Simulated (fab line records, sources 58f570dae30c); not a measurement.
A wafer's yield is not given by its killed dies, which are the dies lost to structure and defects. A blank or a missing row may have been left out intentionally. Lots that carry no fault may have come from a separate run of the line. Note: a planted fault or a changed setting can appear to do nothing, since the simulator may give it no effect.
A lot that was struck, set against a sound lot ; flow berkeley_cmos170 ; 36 steps out of a route of 331
Sound: the wafers L918.4, L918.5, L918.6. The struck wafers were L934.2, L934.3, L934.4. At the end, the cause is stated.
Each step with rows lists, per side, the tool, then ch with its chambers, then its first start. Under that, the readings that differ: sound wafers ; struck wafers ; difference of the means ; sigmas: that difference in standard deviations of wafers without a fault.
alike: words and numbers the same on both sides, and readings whose means are apart by under 2 such deviations; not compared: readings that were withheld, readings missing a value for some wafer, numbers with overlapping values and no deviation given by the record, and bounds like >300 which may hide the same value.
The two part at a step that has a row with sigmas, a row that says differs or no value, or rows on one side only. When numbers do not overlap yet have no deviation, they are printed without sigmas and do not part them. A reading that every wafer of one side lacks parts them only if that side has two wafers or more.

UCB170_SPACER_CVD_00: deposits SiO2 from TEOS/O2, target thk 376 nm, time 47 s.
  sound on pecvd-03 ch 0,1,2, day 7 17:25; struck on pecvd-01 ch 0,1,2, day 11 02:15
  alike: heater_power_w
UCB170_SPACER_THK_MEAS_01:
  sound on film_metro-04, day 7 17:28; struck on film_metro-02, day 11 02:18
  alike: SPACER_TEOS_THK
then, 8 steps without rows for these wafers: UCB170_SPACER_ANNEAL_02 (time 1800 s); UCB170_SPACER_ETCHBACK_03 (etches SiO2 in CHF3/CF4/Ar, stops on Si, target depth 376 nm, time 100 s); UCB170_PSD_HMDS_00 (prime time 60 s); UCB170_PSD_COAT_01 (resist thk 900 nm); UCB170_PSD_SOFTBAKE_02 (time 60 s); UCB170_PSD_EXPOSE_03 (exposes mask PSELECT MOD, target cd 1200 nm); UCB170_PSD_PEB_04; UCB170_PSD_DEVELOP_05 (develop time 45 s).
UCB170_PSD_CD_MEAS_06: target cd 1200 nm.
  sound on cd_sem-02, day 7 21:30; struck on cd_sem-01, day 11 09:54
  alike: cd_nm
UCB170_PSD_OVL_MEAS_07:
  sound on overlay-01, day 7 21:35; struck on overlay-02, day 11 10:00
  alike: PSD_OVL
UCB170_PSD_IMPLANT_08:
  sound on implanter-03 ch 0, day 7 21:40; struck on implanter-02 ch 0, day 11 10:04
reading;sound;struck;difference;sigmas
beam_on_s (s);9.96 9.94 10.10;13.38 13.37 13.87;+3.54;+19
dose_ions_cm2;3.004e+15 3.001e+15 3.003e+15;4.989e+15 4.992e+15 4.992e+15;+1.988e+15;+99 or more
faraday_current_uA;9353 9307 9176;11499 11541 11046;+2083;+12
UCB170_PSD_STRIP_09: strips in O2.
  sound on plasma_asher-02 ch 0,1, day 7 21:47; struck on plasma_asher-03 ch 0,1, day 11 10:11
reading;sound;struck;difference;sigmas
oes_product_au (a.u.);0.595 0.599 0.598;0.544 0.543 0.538;-0.056;-12
strip_time_to_endpoint_s (s);29.51 29.51 29.48;35.41 35.38 35.37;+5.89;+91
  alike: drypump_motor_current_A, o2_flow_sccm
  not compared: rf_hours_counter_h
UCB170_PSD_TW_MEAS_10:
  sound on film_metro-03, day 7 21:52; struck on film_metro-01, day 11 10:38
reading;sound;struck;difference;sigmas
PSD_TW;2321 2307 2332;2740 2742 2726;+416;+18
  not compared: hold
then, 2 steps without rows for these wafers: UCB170_NSD_HMDS_00 (prime time 60 s); UCB170_NSD_COAT_01 (resist thk 900 nm).
UCB170_NSD_SOFTBAKE_02: time 62.12 s.
  sound on litho_track-01 ch 0, day 7 23:52; struck on litho_track-01 ch 0, day 11 19:45
  alike: plate_sensor_t_centre_C, plate_sensor_t_edge_C, resist_line_temp_C, softbake_temp_c
then, 3 steps without rows for these wafers: UCB170_NSD_EXPOSE_03 (exposes mask NSELECT MOD, target cd 1200 nm); UCB170_NSD_PEB_04; UCB170_NSD_DEVELOP_05 (develop time 45 s).
UCB170_NSD_CD_MEAS_06: target cd 1200 nm.
  sound on cd_sem-01, day 8 01:02; struck on cd_sem-02, day 11 20:19
  alike: cd_nm
UCB170_NSD_OVL_MEAS_07:
  sound on overlay-01, day 8 01:07; struck on overlay-02, day 11 20:26
  alike: NSD_OVL
then, 1 step without rows for these wafers: UCB170_NSD_IMPLANT_08.
UCB170_NSD_STRIP_09: strips in O2.
  sound on plasma_asher-02 ch 0,1, day 8 01:19; struck on plasma_asher-04 ch 0,1, day 11 20:44
  alike: drypump_motor_current_A, o2_flow_sccm, oes_product_au, strip_time_to_endpoint_s
  not compared: rf_hours_counter_h
UCB170_NSD_TW_MEAS_10:
  sound on film_metro-02, day 8 01:24; struck on film_metro-02, day 11 20:52
  alike: NSD_TW
then, 4 steps without rows for these wafers: UCB170_NSD_CLEAN_11 (cleans in SPM, time 600 s); UCB170_BACKSIDE_HMDS_00 (prime time 60 s); UCB170_BACKSIDE_COAT_01 (resist thk 900 nm); UCB170_BACKSIDE_SOFTBAKE_02 (time 60 s).
UCB170_BACKSIDE_STRIP_03: strips in O2.
  sound on plasma_asher-04 ch 0,1, day 8 02:37; struck on plasma_asher-03 ch 0,1, day 11 21:47
reading;sound;struck;difference;sigmas
strip_time_to_endpoint_s (s);21.88 21.92 21.87;22.00 22.11 22.05;+0.16;+2
  alike: drypump_motor_current_A, o2_flow_sccm, oes_product_au
  not compared: rf_hours_counter_h
then, 2 steps without rows for these wafers: UCB170_BACKSIDE_CLEAN_04 (cleans in SPM, time 600 s); UCB170_SDANNEAL_RTA_00 (time 10 s).
UCB170_SDANNEAL_RTA_01: time 5 s.
  sound on rtp_anneal-01 ch 0, day 8 02:57; struck on rtp_anneal-01 ch 0, day 11 22:08
  alike: lamp_power_pct, wafer_temp_C_max
UCB170_SDANNEAL_RS_MEAS_02: measures by four-point-probe.
  sound on film_metro-01, day 8 03:02; struck on film_metro-01, day 11 22:30
reading;sound;struck;difference;sigmas
PSD_RS (ohm/sq);75.29 75.25 75.29;56.22 56.25 56.26;-19.03;-63
  not compared: hold
UCB170_M3_PROBE_99:
  the record holds rows for the sound wafers here (prober-01, day 9 00:02) but none for the struck ones

WHERE THEY PART
First at UCB170_PSD_IMPLANT_08; last, within this record, at UCB170_M3_PROBE_99.

WHY: what had been put in by the simulator
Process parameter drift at UCB170_PSD_IMPLANT_08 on implanter-02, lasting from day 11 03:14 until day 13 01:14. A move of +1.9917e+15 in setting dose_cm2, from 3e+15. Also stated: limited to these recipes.
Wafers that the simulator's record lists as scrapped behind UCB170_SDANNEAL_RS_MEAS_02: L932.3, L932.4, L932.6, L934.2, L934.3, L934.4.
